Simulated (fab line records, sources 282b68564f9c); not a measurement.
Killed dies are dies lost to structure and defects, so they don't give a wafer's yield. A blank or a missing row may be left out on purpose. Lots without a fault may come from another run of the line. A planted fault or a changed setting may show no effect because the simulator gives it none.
A struck lot beside a sound one | flow rit_cmos | 16 steps out of a route of 202
Sound: wafers L420.1, L420.2, L420.4. Struck: wafers L427.2, L427.3, L427.4. The cause comes at the end.
At each step with rows: each side's tool, then ch and its chambers, then its first start. Under that, the readings that differ: sound wafers | struck wafers | difference of the means | sigmas: that difference in standard deviations of wafers without a fault.
alike: readings whose means differ by less than 2 such deviations, and words and numbers that are the same on both sides. not compared: withheld readings, readings that some wafer has no value for, bounds like >300 that may hide the same value, and numbers for which the record gives no deviation and whose values overlap.
The two part at a step that has a row with sigmas, a row that says differs or no value, or rows on one side only. Numbers that don't overlap but have no deviation are shown without sigmas and don't part them. A reading that every wafer of one side lacks parts them only if that side has two wafers or more.

first, 1 step without rows for these wafers: RIT_CONTACT_CLEAN_14 (cleans in SC2, time 600 s).
RIT_M1_SPUTTER_00: material Al, target thk 400 nm, time 500 s.
  sound on pvd_sputter-01, day 4 21:38; struck on pvd_sputter-03, day 6 07:11
  alike: chamber_pressure_pa, throttle_valve_pct
RIT_M1_RS_MEAS_01: measures by four-point-probe.
  sound on film_metro-01, day 4 21:56; struck on film_metro-02, day 6 07:30
  alike: M1_AL_RS
RIT_M1_THK_MEAS_02: measures by xrf.
  sound on film_metro-01, day 4 22:03; struck on film_metro-02, day 6 07:37
  alike: M1_AL_THK
then, 6 steps without rows for these wafers: RIT_M1_HMDS_03 (prime time 60 s); RIT_M1_COAT_04 (resist thk 1300 nm); RIT_M1_SOFTBAKE_05 (time 60 s); RIT_M1_EXPOSE_06 (exposes mask M12, target cd 2600 nm); RIT_M1_PEB_07; RIT_M1_DEVELOP_08 (develop time 68 s).
RIT_M1_CD_MEAS_09: target cd 2600 nm.
  sound on cd_sem-01, day 4 23:07; struck on cd_sem-02, day 6 08:34
  alike: cd_nm
RIT_M1_OVL_MEAS_10:
  sound on overlay-02, day 4 23:14; struck on overlay-01, day 6 08:40
  reading     | sound        | struck      | difference | sigmas
  M1_OVL (nm) | 0.2 -0.4 0.9 | 3.6 3.5 2.9 | +3.1       | +2
RIT_M1_HARDBAKE_11: time 120 s.
  sound on litho_track-01 ch 0, day 4 23:16; struck on litho_track-01 ch 0, day 6 08:44
  reading                                 | sound                | struck               | difference | sigmas
  heater_power_total_W (W)                | 52.14 52.02 51.95    | 42.78 42.81 42.81    | -9.24      | -99 or more
  plate_temp_C (C)                        | 140.27 140.19 140.25 | 120.80 120.56 120.63 | -19.57     | -99 or more
  model.NOVOLAK_of_M1_COAT_04.thk_nm (nm) | 1141 1143 1144       | 1184 1187 1182       | +42        |
RIT_M1_METAL_ETCH_12: etches Al in Cl2/BCl3, stops on SiO2, time 165 s, target depth 600 nm.
  sound on rie_metal-01 ch 0,1, day 4 23:31; struck on rie_metal-04 ch 0,1, day 6 08:57
  reading                                 | sound           | struck            | difference | sigmas
  model.NOVOLAK_of_M1_COAT_04.thk_nm (nm) | 809.8 804.9 807 | 849.3 852.3 847.5 | +42.5      |
  alike: drypump_motor_current_A, oes_product_au, throttle_valve_pct
  not compared: rf_hours_counter_h
then, 1 step without rows for these wafers: RIT_M1_STRIP_13 (strips in nmp, time 600 s).
RIT_M1_PROBE_99:
  sound on prober-02, day 5 02:26; struck on prober-01, day 6 11:27
  alike: defect_limited_yield, killed_at_M0_to_M3, killed_at_front_end, killed_dies, killed_open, killed_short, sort_bin_3_pad_short, sort_bin_5_function, sort_bin_6_memory, sort_n_pass, sort_yield_pct

WHERE THEY PART
First at RIT_M1_OVL_MEAS_10; last, within this record, at RIT_M1_HARDBAKE_11. Later steps at which nothing parts them and some readings are alike: RIT_M1_METAL_ETCH_12, RIT_M1_PROBE_99.

WHY: what the simulator had put in
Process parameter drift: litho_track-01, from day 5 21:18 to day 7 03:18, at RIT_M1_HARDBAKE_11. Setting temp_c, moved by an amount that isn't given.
